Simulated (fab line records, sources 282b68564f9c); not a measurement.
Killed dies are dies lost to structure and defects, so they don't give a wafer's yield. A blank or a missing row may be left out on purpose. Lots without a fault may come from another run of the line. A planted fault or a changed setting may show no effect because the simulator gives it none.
A struck lot beside a sound one | flow rit_cmos | 43 steps out of a route of 202
Sound: wafers L790.3, L790.5, L790.6. Struck: wafers L805.3, L805.4, L805.5. The cause comes at the end.
At each step with rows: each side's tool, then ch and its chambers, then its first start. Under that, the readings that differ: sound wafers | struck wafers | difference of the means | sigmas: that difference in standard deviations of wafers without a fault.
alike: readings whose means differ by less than 2 such deviations, and words and numbers that are the same on both sides. not compared: withheld readings, readings that some wafer has no value for, bounds like >300 that may hide the same value, and numbers for which the record gives no deviation and whose values overlap.
The two part at a step that has a row with sigmas, a row that says differs or no value, or rows on one side only. Numbers that don't overlap but have no deviation are shown without sigmas and don't part them. A reading that every wafer of one side lacks parts them only if that side has two wafers or more.

first, 2 steps without rows for these wafers: RIT_NLDD_HARDBAKE_07 (time 60 s); RIT_NLDD_IMPLANT_08.
RIT_NLDD_STRIP_09: strips in O2, time 180 s.
  sound on plasma_asher-04 ch 0,1, day 3 10:28; struck on plasma_asher-03 ch 0,1, day 6 08:50
  alike: drypump_motor_current_A
  not compared: rf_hours_counter_h
RIT_NLDD_TW_MEAS_10:
  sound on film_metro-03, day 3 10:36; struck on film_metro-01, day 6 08:58
  alike: NLDD_TW
then, 6 steps without rows for these wafers: RIT_PLDD_HMDS_00 (prime time 60 s); RIT_PLDD_COAT_01 (resist thk 1000 nm); RIT_PLDD_SOFTBAKE_02 (time 60 s); RIT_PLDD_EXPOSE_03 (exposes mask M8, target cd 40900 nm); RIT_PLDD_PEB_04; RIT_PLDD_DEVELOP_05 (develop time 50 s).
RIT_PLDD_OVL_MEAS_06:
  sound on overlay-02, day 3 11:42; struck on overlay-01, day 6 09:59
  alike: PLDD_OVL
then, 1 step without rows for these wafers: RIT_PLDD_HARDBAKE_07 (time 60 s).
RIT_PLDD_IMPLANT_08:
  sound on implanter-03 ch 0, day 3 11:56; struck on implanter-03 ch 0, day 6 10:13
RIT_PLDD_STRIP_09: strips in O2, time 180 s.
  sound on plasma_asher-02 ch 0,1, day 3 12:05; struck on plasma_asher-02 ch 0,1, day 6 10:22
  alike: drypump_motor_current_A
  not compared: rf_hours_counter_h
RIT_PLDD_TW_MEAS_10:
  sound on film_metro-01, day 3 12:13; struck on film_metro-02, day 6 10:31
  alike: PLDD_TW
then, 4 steps without rows for these wafers: RIT_SPACER_CLEAN_00 (cleans in SC1, time 600 s); RIT_SPACER_CLEAN_01 (cleans in dHF, time 30 s); RIT_SPACER_CLEAN_02 (cleans in SC2, time 600 s); RIT_SPACER_CVD_03 (deposits Si3N4 from SiH2Cl2/NH3, target thk 250 nm, time 3300 s).
RIT_SPACER_THK_MEAS_04:
  sound on film_metro-04, day 3 14:34; struck on film_metro-04, day 6 12:51
  alike: SPACER_NITRIDE_THK
RIT_SPACER_ETCHBACK_05: etches Si3N4 in SF6/CHF3, stops on SiO2, target depth 250 nm, time 240 s.
  sound on rie_diel-01 ch 0,1,2, day 3 14:37; struck on rie_diel-01 ch 1,2,3, day 6 12:53
  alike: drypump_motor_current_A, oes_product_au, throttle_valve_pct
  not compared: rf_hours_counter_h
then, 6 steps without rows for these wafers: RIT_NSD_HMDS_00 (prime time 60 s); RIT_NSD_COAT_01 (resist thk 1000 nm); RIT_NSD_SOFTBAKE_02 (time 60 s); RIT_NSD_EXPOSE_03 (exposes mask M9, target cd 40700 nm); RIT_NSD_PEB_04; RIT_NSD_DEVELOP_05 (develop time 50 s).
RIT_NSD_OVL_MEAS_06:
  sound on overlay-01, day 3 15:46; struck on overlay-01, day 6 14:02
  alike: NSD_OVL
then, 2 steps without rows for these wafers: RIT_NSD_HARDBAKE_07 (time 60 s); RIT_NSD_IMPLANT_08.
RIT_NSD_STRIP_09: strips in O2, time 180 s.
  sound on plasma_asher-03 ch 0,1, day 3 16:09; struck on plasma_asher-04 ch 0,1, day 6 14:25
  alike: drypump_motor_current_A
  not compared: rf_hours_counter_h
RIT_NSD_TW_MEAS_10:
  sound on film_metro-01, day 3 16:17; struck on film_metro-03, day 6 14:33
  reading | sound          | struck         | difference | sigmas
  NSD_TW  | 3120 3134 3129 | 3093 3102 3113 | -25        | -2
then, 6 steps without rows for these wafers: RIT_PSD_HMDS_00 (prime time 60 s); RIT_PSD_COAT_01 (resist thk 1000 nm); RIT_PSD_SOFTBAKE_02 (time 60 s); RIT_PSD_EXPOSE_03 (exposes mask M10, target cd 40900 nm); RIT_PSD_PEB_04; RIT_PSD_DEVELOP_05 (develop time 50 s).
RIT_PSD_OVL_MEAS_06:
  sound on overlay-01, day 3 17:28; struck on overlay-01, day 6 15:27
  alike: PSD_OVL
then, 2 steps without rows for these wafers: RIT_PSD_HARDBAKE_07 (time 60 s); RIT_PSD_IMPLANT_08.
RIT_PSD_STRIP_09: strips in O2, time 180 s.
  sound on plasma_asher-01 ch 0,1, day 3 17:51; struck on plasma_asher-01 ch 0,1, day 6 15:50
  alike: drypump_motor_current_A
  not compared: rf_hours_counter_h
RIT_M1_PROBE_99:
  sound on prober-01, day 4 02:04; struck on prober-02, day 7 00:04
  reading                                      | sound                | struck               | difference | sigmas
  model.etest.diode_nwell_sub.leak_log10_a_cm2 | -7.585 -7.376 -7.761 | -6.944 -6.915 -6.899 | +0.655     |
  alike: killed_at_front_end, killed_dies, killed_open, killed_short

WHERE THEY PART
Only at RIT_NSD_TW_MEAS_10, within this record. Later steps at which nothing parts them and some readings are alike: RIT_PSD_OVL_MEAS_06, RIT_PSD_STRIP_09, RIT_M1_PROBE_99.

WHY: what the simulator had put in
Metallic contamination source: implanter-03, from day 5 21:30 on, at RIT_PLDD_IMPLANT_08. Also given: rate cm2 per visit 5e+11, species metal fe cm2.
